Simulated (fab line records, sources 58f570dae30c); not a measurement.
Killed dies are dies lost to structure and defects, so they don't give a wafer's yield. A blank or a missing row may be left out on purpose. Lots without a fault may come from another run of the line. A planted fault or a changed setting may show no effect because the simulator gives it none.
Tool commonality check | flow berkeley_cmos170 | 15 lots, 45 wafers sampled

WHY IT WAS OPENED
At UCB170_PSD_TW_MEAS_10 the reading PSD_TW is flagged on 3 of 15 lots. Wafers without a fault read 2341, standard deviation 10.
Rule: a lot is flagged when every wafer of it that has a number lies more than 4 standard deviations from that mean, or none has a number. The other lots count as sound.

lot  | measured     | on            | PSD_TW, wafer by wafer | flag
L179 | day 8 03:49  | film_metro-01 | 2332 2340 2326         |
L180 | day 8 04:21  | film_metro-04 | 2337 2341 2351         |
L182 | day 9 05:22  | film_metro-04 | 2343 2337 2339         |
L183 | day 9 21:40  | film_metro-04 | 2340 2348 2340         |
L186 | day 10 12:37 | film_metro-04 | 2337 2338 2341         |
L185 | day 10 12:44 | film_metro-01 | 2335 2326 2336         |
L187 | day 10 13:26 | film_metro-03 | 2885 2870 2874         | FLAGGED
L190 | day 11 06:44 | film_metro-01 | 2355 2354 2359         |
L191 | day 11 07:11 | film_metro-03 | 2876 2883 2865         | FLAGGED
L192 | day 12 00:17 | film_metro-04 | 2342 2332 2333         |
L194 | day 12 01:11 | film_metro-04 | 2879 2882 2876         | FLAGGED
L196 | day 12 12:30 | film_metro-04 | 2346 2345 2342         |
L198 | day 12 18:41 | film_metro-03 | 2324 2329 2338         |
L201 | day 13 05:44 | film_metro-04 | 2336 2336 2344         |
L200 | day 13 06:02 | film_metro-03 | 2365 2351 2344         |
The numbers of the flagged lots are 2877 on average: +536 against the usual, or +54 standard deviations.

WHICH TOOL RAN EACH LOT
The record holds 3 process steps before the reading, out of a route of 331 steps. In each cell: the tool, then ch and the chambers that the sampled wafers went through, then the start.
lot  | flag    | UCB170_PLDD_STRIP_10                 | UCB170_PSD_IMPLANT_08           | UCB170_PSD_STRIP_09
L179 |         | plasma_asher-03 ch 0,1, day 7 16:37  | implanter-03 ch 0, day 8 03:34  | plasma_asher-01 ch 0,1, day 8 03:43
L180 |         | plasma_asher-02 ch 0,1, day 7 17:07  | implanter-03 ch 0, day 8 04:06  | plasma_asher-03 ch 0,1, day 8 04:15
L182 |         | plasma_asher-04 ch 0,1, day 8 16:13  | implanter-03 ch 0, day 9 05:07  | plasma_asher-04 ch 0,1, day 9 05:15
L183 |         | plasma_asher-04 ch 0,1, day 9 06:46  | implanter-02 ch 0, day 9 21:26  | plasma_asher-04 ch 1, day 9 21:34
L186 |         | plasma_asher-04 ch 1, day 9 18:33    | implanter-03 ch 0, day 10 12:22 | plasma_asher-01 ch 0,1, day 10 12:31
L185 |         | plasma_asher-02 ch 0,1, day 9 18:58  | implanter-01 ch 0, day 10 12:30 | plasma_asher-04 ch 0,1, day 10 12:37
L187 | FLAGGED | plasma_asher-03 ch 0,1, day 9 18:50  | implanter-02 ch 0, day 10 12:46 | plasma_asher-03 ch 0,1, day 10 13:21
L190 |         | plasma_asher-04 ch 0,1, day 10 18:21 | implanter-03 ch 0, day 11 06:31 | plasma_asher-03 ch 0,1, day 11 06:40
L191 | FLAGGED | plasma_asher-03 ch 0,1, day 10 18:36 | implanter-02 ch 0, day 11 06:40 | plasma_asher-04 ch 0,1, day 11 07:06
L192 |         | plasma_asher-02 ch 0,1, day 11 15:04 | implanter-02 ch 0, day 12 00:02 | plasma_asher-01 ch 1, day 12 00:11
L194 | FLAGGED | plasma_asher-04 ch 0,1, day 11 14:46 | implanter-02 ch 0, day 12 00:32 | plasma_asher-03 ch 0,1, day 12 01:05
L196 |         | plasma_asher-04 ch 0,1, day 12 03:56 | implanter-03 ch 0, day 12 12:15 | plasma_asher-01 ch 0,1, day 12 12:24
L198 |         | plasma_asher-03 ch 0,1, day 12 08:32 | implanter-01 ch 0, day 12 18:27 | plasma_asher-01 ch 0,1, day 12 18:35
L201 |         | plasma_asher-04 ch 0,1, day 12 18:51 | implanter-02 ch 0, day 13 05:29 | plasma_asher-03 ch 0,1, day 13 05:38
L200 |         | plasma_asher-02 ch 0,1, day 12 19:07 | implanter-01 ch 0, day 13 05:50 | plasma_asher-04 ch 0,1, day 13 05:56
What these steps do:
- UCB170_PLDD_STRIP_10: strips in O2.
- UCB170_PSD_IMPLANT_08
- UCB170_PSD_STRIP_09: strips in O2.
- UCB170_PSD_TW_MEAS_10

FLAGGED OVER TOTAL, TOOL BY TOOL (the gauges that took the reading come last)
step                  | tool            | lots run | flagged | share of the flagged lots | sound lots run after its first flagged lot
UCB170_PLDD_STRIP_10  | plasma_asher-02 | 4        | 0       | none                      | -
UCB170_PLDD_STRIP_10  | plasma_asher-03 | 4        | 2       | some                      | 1 (L198)
UCB170_PLDD_STRIP_10  | plasma_asher-04 | 7        | 1       | some                      | 2 (L196,L201)
UCB170_PSD_IMPLANT_08 | implanter-01    | 3        | 0       | none                      | -
UCB170_PSD_IMPLANT_08 | implanter-02    | 6        | 3       | all                       | 2 (L192,L201)
UCB170_PSD_IMPLANT_08 | implanter-03    | 6        | 0       | none                      | -
UCB170_PSD_STRIP_09   | plasma_asher-01 | 5        | 0       | none                      | -
UCB170_PSD_STRIP_09   | plasma_asher-03 | 5        | 2       | some                      | 2 (L190,L201)
UCB170_PSD_STRIP_09   | plasma_asher-04 | 5        | 1       | some                      | 1 (L200)
UCB170_PSD_TW_MEAS_10 | film_metro-01   | 3        | 0       | none                      | -
UCB170_PSD_TW_MEAS_10 | film_metro-03   | 4        | 2       | some                      | 2 (L198,L200)
UCB170_PSD_TW_MEAS_10 | film_metro-04   | 8        | 1       | some                      | 2 (L196,L201)

WHAT THE TABLE ALLOWS
1 row of the table ran every flagged lot: implanter-02 at UCB170_PSD_IMPLANT_08.
- implanter-02 at UCB170_PSD_IMPLANT_08: 3 of its 6 lots flagged. Sound lots ran on it after the first flagged one (L192, L201), which a lasting fault on the whole tool wouldn't allow.
No row of the table ran every flagged lot and no sound lot after the first.

WHAT THE SIMULATOR HAD PUT IN
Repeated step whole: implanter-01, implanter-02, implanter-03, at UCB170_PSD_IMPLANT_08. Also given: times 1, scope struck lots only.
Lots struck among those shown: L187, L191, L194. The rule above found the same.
